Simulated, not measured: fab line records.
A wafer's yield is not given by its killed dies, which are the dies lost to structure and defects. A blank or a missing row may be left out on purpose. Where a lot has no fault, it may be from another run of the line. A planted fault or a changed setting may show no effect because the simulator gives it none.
The tool behind it: which one? -- flow berkeley cmos170 -- 13 lots with 39 wafers sampled at 7 steps, on a route of 331 steps

## WHAT THE GAUGES READ, wafer by wafer
UCB170_FIELD_THK_MEAS_91. Usual: FIELD_OXIDE_LEFT_2_THK typically reads 348 nm, with standard deviation 11.
lot,measured,on,FIELD_OXIDE_LEFT_2_THK (nm),flag
L859,day 7 14:10,film metro-01,345 348 348,
L860,day 7 21:06,film metro-02,352 353 338,
L862,day 8 06:44,film metro-04,363 372 348,
L864,day 8 23:48,film metro-01,340 355 347,
L865,day 9 00:03,film metro-01,349 355 360,
L866,day 9 01:32,film metro-02,343 345 345,
L868,day 9 19:24,film metro-02,335 348 339,
L870,day 9 19:35,film metro-01,354 353 358,
L867,day 9 19:28,film metro-04,338 335 334,
L877,day 10 16:48,film metro-01,364 366 365,
L876,day 10 17:02,film metro-02,343 346 336,
L880,day 11 09:31,film metro-04,344 346 342,
L881,day 12 01:12,film metro-02,345 347 352,

UCB170_M2_RS_MEAS_02: the measuring method here is four-point-probe. Usual: M2_AL_RS typically reads 0.0323 ohm/sq, with standard deviation 0.00062.
lot,measured,on,M2_AL_RS (ohm/sq),flag
L859,day 9 08:45,film metro-01,0.0326 0.0324 0.0324,
L860,day 9 15:17,film metro-04,0.0325 0.0322 0.0323,
L862,day 10 11:23,film metro-02,0.0327 0.0323 0.0323,
L864,day 11 05:41,film metro-02,0.0334 0.0332 0.0332,
L865,day 11 04:25,film metro-02,0.0323 0.0318 0.0319,
L866,day 11 10:00,film metro-04,0.0335 0.0325 0.0335,
L868,day 11 22:16,film metro-04,0.0329 0.0321 0.0330,
L870,day 12 01:21,film metro-01,0.0325 0.0317 0.0319,
L867,day 11 23:10,film metro-04,0.0327 0.0322 0.0320,
L877,day 12 19:35,film metro-04,0.0323 0.0311 0.0331,
L876,day 12 18:20,film metro-02,0.0324 0.0187 0.0326,OFF
L880,day 13 17:32,film metro-01,0.0317 0.0312 0.0316,
L881,day 13 22:14,film metro-04,0.0326 0.0331 0.0325,

UCB170_M2_THK_MEAS_03: measures by xrf. Usual: M2_AL_THK typically reads 907 nm, with standard deviation 17.
lot,measured,on,M2_AL_THK (nm),flag
L859,day 9 08:52,film metro-01,894 903 894,
L860,day 9 15:24,film metro-04,910 914 906,
L862,day 10 11:29,film metro-02,895 908 911,
L864,day 11 05:47,film metro-02,885 894 883,
L865,day 11 04:32,film metro-02,912 921 923,
L866,day 11 10:06,film metro-04,869 899 870,
L868,day 11 22:23,film metro-04,884 908 888,
L870,day 12 01:28,film metro-01,892 914 909,
L867,day 11 23:16,film metro-04,893 907 910,
L877,day 12 19:42,film metro-04,910 943 889,
L876,day 12 18:26,film metro-02,910 1582 899,OFF
L880,day 13 17:40,film metro-01,920 937 924,
L881,day 13 22:22,film metro-04,905 888 902,

UCB170_M2_CD_MEAS_90: the cd target is 700 nm. Usual: cd nm at 701 nm, with a standard deviation of 4.5.
lot,measured,on,cd nm (nm),flag
L859,day 9 11:16,cd sem-01,701 699 701,
L860,day 9 17:59,cd sem-02,702 705 702,
L862,day 10 14:42,cd sem-02,699 701 696,
L864,day 11 08:29,cd sem-02,699 699 697,
L865,day 11 07:14,cd sem-02,701 704 697,
L866,day 11 14:59,cd sem-01,696 697 699,
L868,day 12 02:35,cd sem-02,701 700 695,
L870,day 12 04:37,cd sem-01,700 704 701,
L867,day 12 03:13,cd sem-01,694 698 696,
L877,day 12 23:44,cd sem-01,691 695 696,
L876,day 12 22:18,cd sem-02,701 701 701,
L880,day 13 20:13,cd sem-01,701 704 707,
L881,day 14 00:36,cd sem-01,702 706 707,

## WHICH TOOL RAN EACH LOT (tool, then ch and the chambers of the sampled wafers, then the start)
lot,UCB170_ZERO_ETCH_06,UCB170_M2_SPUTTER_01,UCB170_M2_METAL_ETCH_18
L859,"rie diel-03 ch 1,2,3, day 1 20:45","pvd sputter-02, day 9 08:40","rie metal-04 ch 0,1, day 9 10:59"
L860,"rie diel-03 ch 1,2, day 2 03:50","pvd sputter-02, day 9 15:12","rie metal-02 ch 0,1, day 9 17:43"
L862,"rie diel-02 ch 1,2, day 2 11:26","pvd sputter-01, day 10 11:17","rie metal-04 ch 0,1, day 10 14:23"
L864,"rie diel-03 ch 0,1,2, day 3 03:53","pvd sputter-04, day 11 05:34","rie metal-04 ch 0,1, day 11 08:13"
L865,"rie diel-04 ch 0,1,3, day 3 04:04","pvd sputter-01, day 11 04:19","rie metal-02 ch 0,1, day 11 06:56"
L866,"rie diel-02 ch 0,1,3, day 3 04:15","pvd sputter-04, day 11 09:52","rie metal-03 ch 0,1, day 11 14:43"
L868,"rie diel-03 ch 1,2,3, day 4 04:10","pvd sputter-04, day 11 22:11","rie metal-04 ch 1, day 12 02:07"
L870,"rie diel-03 ch 0,2,3, day 4 04:26","pvd sputter-02, day 12 01:16","rie metal-02 ch 0,1, day 12 04:20"
L867,"rie diel-02 ch 0,3, day 4 04:32","pvd sputter-01, day 11 23:04","rie metal-03 ch 0,1, day 12 02:55"
L877,"rie diel-03 ch 0,2, day 5 16:51","pvd sputter-02, day 12 19:29","rie metal-04 ch 0,1, day 12 23:25"
L876,"rie diel-04 ch 1,2,3, day 5 17:08","pvd sputter-04, day 12 18:13","rie metal-03 ch 0,1, day 12 22:02"
L880,"rie diel-04 ch 1,2, day 6 09:08","pvd sputter-01, day 13 17:27","rie metal-02 ch 0,1, day 13 19:53"
L881,"rie diel-02 ch 0,2,3, day 6 09:25","pvd sputter-01, day 13 22:10","rie metal-02 ch 0,1, day 14 00:19"
- UCB170_ZERO_ETCH_06: etches SiO2 in CHF3/CF4/Ar, time 12 s.
- UCB170_M2_SPUTTER_01: material Al, target thk 900 nm, time 120 s.
- UCB170_M2_METAL_ETCH_18: etches Al in Cl2/BCl3, stops on SiO2, target depth 1170 nm, time 195 s.

## AS READ BY THE TOOLS THEMSELVES (means over the sampled wafers that have a number; for cases with no such wafer, the mark the record gives instead)
UCB170_ZERO_ETCH_06. Usual: chamber pressure mTorr 99.99 mTorr, standard deviation 0.089; drypump motor current A 5.7 A, standard deviation 0.37; oes product au 0.617 a.u., standard deviation 0.0093; throttle valve pct 9.25 %, standard deviation 0.12.
lot,tool,chamber pressure mTorr (mTorr),drypump motor current A (A),oes product au (a.u.),throttle valve pct (%),flag
L859,rie diel-03,100.01,5.7,0.619,9.23,
L860,rie diel-03,99.99,5.7,0.619,9.29,
L862,rie diel-02,100.00,5.7,0.612,9.26,
L864,rie diel-03,99.93,5.9,0.616,9.21,
L865,rie diel-04,99.92,5.6,0.622,9.24,
L866,rie diel-02,100.04,5.6,0.620,9.31,
L868,rie diel-03,99.94,5.7,0.618,9.23,
L870,rie diel-03,100.05,5.6,0.613,9.29,
L867,rie diel-02,99.99,5.6,0.620,9.25,
L877,rie diel-03,100.05,5.7,0.608,9.34,
L876,rie diel-04,100.07,5.5,0.623,9.29,
L880,rie diel-04,100.04,5.1,0.619,9.33,
L881,rie diel-02,99.90,5.7,0.622,9.22,

UCB170_M2_SPUTTER_01. Usual: throttle valve pct at 30.3 %, with a standard deviation of 1.1.
lot,tool,throttle valve pct (%),flag
L859,pvd sputter-02,30.8,
L860,pvd sputter-02,31.1,
L862,pvd sputter-01,29.5,
L864,pvd sputter-04,30.1,
L865,pvd sputter-01,29.7,
L866,pvd sputter-04,30.2,
L868,pvd sputter-04,29.8,
L870,pvd sputter-02,31.0,
L867,pvd sputter-01,28.8,
L877,pvd sputter-02,31.2,
L876,pvd sputter-04,30.1,
L880,pvd sputter-01,30.1,
L881,pvd sputter-01,30.6,

UCB170_M2_METAL_ETCH_18. Usual: chamber pressure mTorr 12.002 mTorr, standard deviation 0.012; drypump motor current A 5.5 A, standard deviation 0.47; oes product au 0.858 a.u., standard deviation 0.014; throttle valve pct 24.3 %, standard deviation 0.36.
lot,tool,chamber pressure mTorr (mTorr),drypump motor current A (A),oes product au (a.u.),throttle valve pct (%),flag
L859,rie metal-04,12.014,5.5,0.854,24.3,
L860,rie metal-02,11.998,5.4,0.863,24.3,
L862,rie metal-04,11.993,5.5,0.858,24.3,
L864,rie metal-04,12.000,5.6,0.841,24.3,
L865,rie metal-02,11.997,5.4,0.868,24.3,
L866,rie metal-03,12.000,5.5,0.835,24.2,
L868,rie metal-04,12.007,5.2,0.868,25.0,
L870,rie metal-02,12.004,5.4,0.869,24.3,
L867,rie metal-03,12.002,5.5,0.844,24.1,
L877,rie metal-04,11.999,5.5,0.870,24.3,
L876,rie metal-03,12.002,5.5,0.883,24.1,
L880,rie metal-02,11.995,5.7,0.870,24.4,
L881,rie metal-02,11.996,5.8,0.855,24.3,

## THE ANSWER, worked out from the rows above alone
Rule: a lot counts as off when the mean over its wafers that have a number is more than 3 standard deviations away from the usual mean. Also off: a lot with no number at a reading for which 4 or more lots have one. All remaining lots with rows at the step are treated as sound. After the gauges, taken in route order, come the tools' own readings; for these a lot's mean is taken, as printed above. The first step at which some lot is off is used, and at that step the reading that is off furthest; a lot without a number counts as furthest.
Off: L876, seen at UCB170_M2_RS_MEAS_02 (M2_AL_RS).
If a tool, at a process step before that reading, ran all the lots that are off and no sound lot after the first of them, it fits. Those tools and the gauges at UCB170_M2_RS_MEAS_02 are tried in the same way. Undecided on this evidence; 2 tools fit (pvd sputter-04 at UCB170_M2_SPUTTER_01, film metro-02 at UCB170_M2_RS_MEAS_02).

## WHAT WAS PUT IN BY THE SIMULATOR
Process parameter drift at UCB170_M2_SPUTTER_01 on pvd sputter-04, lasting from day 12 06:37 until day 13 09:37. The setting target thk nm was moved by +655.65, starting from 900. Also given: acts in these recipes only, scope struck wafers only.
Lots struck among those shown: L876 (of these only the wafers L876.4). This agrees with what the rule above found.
